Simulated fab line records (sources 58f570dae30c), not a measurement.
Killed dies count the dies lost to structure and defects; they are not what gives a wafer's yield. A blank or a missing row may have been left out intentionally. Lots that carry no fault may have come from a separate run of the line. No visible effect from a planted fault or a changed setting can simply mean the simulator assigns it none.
Commonality check across tools || flow berkeley cmos170 || 42 wafers sampled across 14 lots

== REASON IT WAS OPENED ==
2 of 14 lots carry a flag on the reading PLDD_RS at UCB170_SDANNEAL_RS_MEAS_04. Wafers without a fault read 1032 ohm/sq, standard deviation 3.1.
Rule: a lot gets a flag if all its wafers with a number sit over 4 standard deviations from that mean, or if no wafer of it has a number. As for the other lots, they are considered sound.

{"lot": "L190", "measured": "day 7 11:55", "on": "film metro-02", "PLDD_RS (ohm/sq), wafer by wafer": "1030 1029 1034", "flag": ""}
{"lot": "L192", "measured": "day 7 17:19", "on": "film metro-02", "PLDD_RS (ohm/sq), wafer by wafer": "1033 1037 1034", "flag": ""}
{"lot": "L193", "measured": "day 7 17:59", "on": "film metro-02", "PLDD_RS (ohm/sq), wafer by wafer": "1036 1037 1040", "flag": ""}
{"lot": "L191", "measured": "day 7 18:14", "on": "film metro-04", "PLDD_RS (ohm/sq), wafer by wafer": "1028 1030 1029", "flag": ""}
{"lot": "L194", "measured": "day 8 03:13", "on": "film metro-04", "PLDD_RS (ohm/sq), wafer by wafer": "1033 1033 1033", "flag": ""}
{"lot": "L195", "measured": "day 8 03:23", "on": "film metro-02", "PLDD_RS (ohm/sq), wafer by wafer": "1036 1036 1036", "flag": ""}
{"lot": "L196", "measured": "day 8 04:07", "on": "film metro-03", "PLDD_RS (ohm/sq), wafer by wafer": "1033 1036 1034", "flag": ""}
{"lot": "L197", "measured": "day 8 19:46", "on": "film metro-02", "PLDD_RS (ohm/sq), wafer by wafer": "1034 1034 1032", "flag": ""}
{"lot": "L198", "measured": "day 8 20:14", "on": "film metro-04", "PLDD_RS (ohm/sq), wafer by wafer": "1029 1025 1025", "flag": ""}
{"lot": "L201", "measured": "day 9 16:04", "on": "film metro-02", "PLDD_RS (ohm/sq), wafer by wafer": "1032 1033 1037", "flag": ""}
{"lot": "L199", "measured": "day 9 16:07", "on": "film metro-04", "PLDD_RS (ohm/sq), wafer by wafer": "1034 1030 1031", "flag": ""}
{"lot": "L209", "measured": "day 11 14:38", "on": "film metro-02", "PLDD_RS (ohm/sq), wafer by wafer": "1029 1030 1030", "flag": ""}
{"lot": "L211", "measured": "day 11 21:19", "on": "film metro-03", "PLDD_RS (ohm/sq), wafer by wafer": "902 903 903", "flag": "FLAGGED"}
{"lot": "L210", "measured": "day 11 21:25", "on": "film metro-04", "PLDD_RS (ohm/sq), wafer by wafer": "901 901 903", "flag": "FLAGGED"}
The numbers of the flagged lots are 902 ohm/sq on average: -130 ohm/sq against the usual, or -42 standard deviations.

== EACH LOT AND THE TOOL IT RAN ON ==
The record keeps 1 process step preceding the reading, out of 331 steps on the route. Read each cell as the tool, then ch plus the chambers that the sampled wafers visited, then the start.
{"lot": "L190", "flag": "", "UCB170_SPACER_ANNEAL_02": "furnace-01 ch 0, day 7 01:37"}
{"lot": "L192", "flag": "", "UCB170_SPACER_ANNEAL_02": "furnace-01 ch 0, day 7 11:14"}
{"lot": "L193", "flag": "", "UCB170_SPACER_ANNEAL_02": "furnace-01 ch 0, day 7 11:14"}
{"lot": "L191", "flag": "", "UCB170_SPACER_ANNEAL_02": "furnace-01 ch 0, day 7 11:14"}
{"lot": "L194", "flag": "", "UCB170_SPACER_ANNEAL_02": "furnace-01 ch 0, day 7 19:50"}
{"lot": "L195", "flag": "", "UCB170_SPACER_ANNEAL_02": "furnace-01 ch 0, day 7 19:50"}
{"lot": "L196", "flag": "", "UCB170_SPACER_ANNEAL_02": "furnace-01 ch 0, day 7 19:50"}
{"lot": "L197", "flag": "", "UCB170_SPACER_ANNEAL_02": "furnace-01 ch 0, day 8 13:59"}
{"lot": "L198", "flag": "", "UCB170_SPACER_ANNEAL_02": "furnace-01 ch 0, day 8 13:59"}
{"lot": "L201", "flag": "", "UCB170_SPACER_ANNEAL_02": "furnace-01 ch 0, day 9 09:01"}
{"lot": "L199", "flag": "", "UCB170_SPACER_ANNEAL_02": "furnace-01 ch 0, day 9 09:01"}
{"lot": "L209", "flag": "", "UCB170_SPACER_ANNEAL_02": "furnace-02 ch 0, day 11 07:53"}
{"lot": "L211", "flag": "FLAGGED", "UCB170_SPACER_ANNEAL_02": "furnace-01 ch 0, day 11 13:53"}
{"lot": "L210", "flag": "FLAGGED", "UCB170_SPACER_ANNEAL_02": "furnace-01 ch 0, day 11 13:53"}
What is done by these steps:
- UCB170_SPACER_ANNEAL_02: time 1800 s.
- UCB170_SDANNEAL_RS_MEAS_04: measures by four-point-probe.

== FLAGGED AGAINST TOTAL, ONE TOOL AT A TIME (gauges that did the reading follow at the end) ==
{"step": "UCB170_SPACER_ANNEAL_02", "tool": "furnace-01", "lots run": 13, "flagged": 2, "share of the flagged lots": "all", "sound lots run after its first flagged lot": 0}
{"step": "UCB170_SPACER_ANNEAL_02", "tool": "furnace-02", "lots run": 1, "flagged": 0, "share of the flagged lots": "none", "sound lots run after its first flagged lot": "-"}
{"step": "UCB170_SDANNEAL_RS_MEAS_04", "tool": "film metro-02", "lots run": 7, "flagged": 0, "share of the flagged lots": "none", "sound lots run after its first flagged lot": "-"}
{"step": "UCB170_SDANNEAL_RS_MEAS_04", "tool": "film metro-03", "lots run": 2, "flagged": 1, "share of the flagged lots": "some", "sound lots run after its first flagged lot": 0}
{"step": "UCB170_SDANNEAL_RS_MEAS_04", "tool": "film metro-04", "lots run": 5, "flagged": 1, "share of the flagged lots": "some", "sound lots run after its first flagged lot": 0}

== THE TABLE: WHAT IT ALLOWS ==
All flagged lots share 1 row of the table, namely furnace-01 at UCB170_SPACER_ANNEAL_02.
- furnace-01 at UCB170_SPACER_ANNEAL_02: 2 of its 13 lots flagged. Last sound lot L199 at day 9 09:01, first flagged lot L210 at day 11 13:53; a fault beginning in between fits. Its own readings (spike tc centre C, spike tc load C, spike tc source C, tube center temp C, tube_center_temp_C_max) fall more than 4 standard deviations out on all wafers of the flagged lots.
Just one tool remains: furnace-01 at UCB170_SPACER_ANNEAL_02.

== WHAT THE SIMULATOR HAD INSERTED ==
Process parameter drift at UCB170_SPACER_ANNEAL_02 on furnace-01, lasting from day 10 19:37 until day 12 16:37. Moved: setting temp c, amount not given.
Lots struck among those shown: L211, L210. The same result came from the rule above.
